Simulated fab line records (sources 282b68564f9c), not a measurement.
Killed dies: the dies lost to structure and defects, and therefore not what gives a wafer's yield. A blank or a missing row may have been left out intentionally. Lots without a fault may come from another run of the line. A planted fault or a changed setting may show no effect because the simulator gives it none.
A struck lot beside a sound one :: flow rit cmos :: 43 out of 202 route steps
Sound: the wafers L689.1, L689.3, L689.5. Wafers L701.2, L701.4, L701.5 were the ones struck. The cause is given at the end.
Order at every step that has rows: each side's tool, ch and its chambers, its first start. Under that, the readings that differ: sound wafers :: struck wafers :: difference of the means :: sigmas: that difference in standard deviations of wafers without a fault.
alike: readings with means less than 2 such deviations apart, plus words and numbers identical on both sides. not compared: withheld readings, readings lacking a value on some wafer, bounds such as >300 that could conceal the same value, and numbers that have no deviation in the record and whose values overlap.
A row with sigmas, a row that says differs or no value, or rows on one side alone: a step with any of these is where the two part. Numbers that have no deviation but don't overlap get no sigmas and don't part them. A reading missing from all wafers of one side parts the sides only when that side holds two or more wafers.

first, 4 steps without rows for these wafers: RIT_PRETRO_SOFTBAKE_02 (time 60 s); RIT_PRETRO_EXPOSE_03 (exposes mask M5, target cd 43700 nm); RIT_PRETRO_PEB_04; RIT_PRETRO_DEVELOP_05 (develop time 68 s).
RIT_PRETRO_OVL_MEAS_06:
  sound on overlay-01 at day 2 13:32; struck on overlay-02 at day 4 23:23
reading: PRETRO_OVL (nm)
sound: 2.0 1.2 1.4
struck: -1.7 -2.8 -1.8
difference: -3.6
sigmas: -2
then, 2 steps without rows for these wafers: RIT_PRETRO_HARDBAKE_07 (time 120 s); RIT_PRETRO_IMPLANT_08.
RIT_PRETRO_STRIP_09: strips in O2, time 180 s.
  sound on plasma asher-04 ch 0,1, day 2 13:58; struck on plasma asher-04 ch 0,1, day 4 23:49
  alike: chamber pressure mTorr, drypump motor current A, o2 flow sccm
  not compared: rf hours counter h
RIT_PRETRO_TW_MEAS_10:
  sound on film metro-01 at day 2 14:09; struck on film metro-03 at day 4 23:59
  alike: PRETRO_TW
then, 3 steps without rows for these wafers: RIT_GATE_WET_ETCH_00 (etches SiO2 in BOE, target depth 56 nm, time 60 s); RIT_GATE_CLEAN_01 (cleans in SC1, time 600 s); RIT_GATE_CLEAN_02 (cleans in dHF, time 30.96 s).
RIT_GATE_CLEAN_03: cleans in SC2, time 600 s.
  sound on wet bench-02 ch 0, day 2 14:36; struck on wet bench-03 ch 0, day 5 00:17
then, 1 step without rows for these wafers: RIT_GATE_CLEAN_04 (cleans in dHF, time 60 s).
RIT_FOX2_THK_MEAS_91:
  sound on film metro-03 at day 2 14:59; struck on film metro-03 at day 5 00:31
reading: FIELD_OXIDE_LEFT_2_THK (nm)
sound: 269 268 267
struck: 253 253 250
difference: -16
sigmas: -2
then, 2 steps without rows for these wafers: RIT_GATE_OXIDATION_05 (target thk 3 nm, ox time 270 s); RIT_GATE_ANNEAL_06 (time 600 s).
RIT_GATE_THK_MEAS_07:
  sound on film metro-03 at day 2 16:22; struck on film metro-04 at day 5 02:23
  alike: GATE_OXIDE_THK
then, 1 step without rows for these wafers: RIT_GATE_CVD_08 (deposits poly-Si from SiH4, target thk 250 nm, time 2220 s).
RIT_GATE_THK_MEAS_09:
  sound on film metro-03 at day 2 18:03; struck on film metro-01 at day 5 04:05
  alike: GATE_POLY_THK
then, 2 steps without rows for these wafers: RIT_GATE_HMDS_10 (prime time 60 s); RIT_GATE_COAT_11 (resist thk 850 nm).
RIT_GATE_SOFTBAKE_12: time 62 s.
  sound on litho track-02 ch 0, day 2 18:25; struck on litho track-02 ch 0, day 5 04:28
  alike: plate sensor t centre C, plate sensor t edge C
then, 3 steps without rows for these wafers: RIT_GATE_EXPOSE_13 (exposes mask M6, target cd 150 nm); RIT_GATE_PEB_14; RIT_GATE_DEVELOP_15 (develop time 50 s).
RIT_GATE_CD_MEAS_16: the cd target is 150 nm.
  sound on cd sem-01 at day 2 18:58; struck on cd sem-01 at day 5 05:01
  alike: cd nm
RIT_GATE_OVL_MEAS_17:
  sound on overlay-01 at day 2 19:05; struck on overlay-02 at day 5 05:07
  alike: GATE_OVL
then, 1 step without rows for these wafers: RIT_GATE_HARDBAKE_18 (time 60 s).
RIT_GATE_ETCH_19: etches poly-Si in SF6/CHF3/O2, stops on SiO2, time 165 s, target depth 312.5 nm.
  sound on rie si-01 ch 1,2, day 2 19:16; struck on rie si-01 ch 1,2,3, day 5 05:18
  alike: chamber pressure mTorr, drypump motor current A, oes product au, throttle valve pct
  not compared: rf hours counter h
RIT_GATE_STRIP_20: strips in O2, time 180 s.
  sound on plasma asher-03 ch 0,1, day 2 19:22; struck on plasma asher-04 ch 0,1, day 5 05:25
  alike: chamber pressure mTorr, drypump motor current A, o2 flow sccm
  not compared: rf hours counter h
RIT_GATE_CD_MEAS_90: the cd target is 150 nm.
  sound on cd sem-02 at day 2 19:32; struck on cd sem-02 at day 5 05:37
  alike: cd nm
then, 4 steps without rows for these wafers: RIT_REOX_CLEAN_00 (cleans in SC1, time 600 s); RIT_REOX_CLEAN_01 (cleans in dHF, time 30 s); RIT_REOX_CLEAN_02 (cleans in SC2, time 588.2 s); RIT_REOX_OXIDATION_03 (target thk 25.2 nm, ox time 5580 s).
RIT_REOX_THK_MEAS_04:
  sound on film metro-02 at day 2 22:36; struck on film metro-02 at day 5 08:38
  alike: REOX_OXIDE_THK
then, 5 steps without rows for these wafers: RIT_NLDD_HMDS_00 (prime time 60 s); RIT_NLDD_COAT_01 (resist thk 1000 nm); RIT_NLDD_SOFTBAKE_02 (time 60 s); RIT_NLDD_EXPOSE_03 (exposes mask M7, target cd 40700 nm); RIT_NLDD_PEB_04.
RIT_M1_PROBE_99:
  sound on prober-02 at day 3 17:26; struck on prober-01 at day 6 01:22
reading: hold
sound: - - -
struck: await dispo/7.5h/release await dispo/7.5h/release await dispo/7.5h/release
difference: no value on the sound wafers
sigmas: 

reading: killed at front end
sound: 8 7 8
struck: 43 40 41
difference: +34
sigmas: +12

reading: killed dies
sound: 8 7 8
struck: 43 40 41
difference: +34
sigmas: +12

reading: killed on rim
sound: 2 3 3
struck: 9 8 9
difference: +6
sigmas: +4
  alike: killed open, killed short

## WHERE THEY PART
At RIT_PRETRO_OVL_MEAS_06 first; at RIT_M1_PROBE_99 last (within this record only).

WHY: what had been put in by the simulator
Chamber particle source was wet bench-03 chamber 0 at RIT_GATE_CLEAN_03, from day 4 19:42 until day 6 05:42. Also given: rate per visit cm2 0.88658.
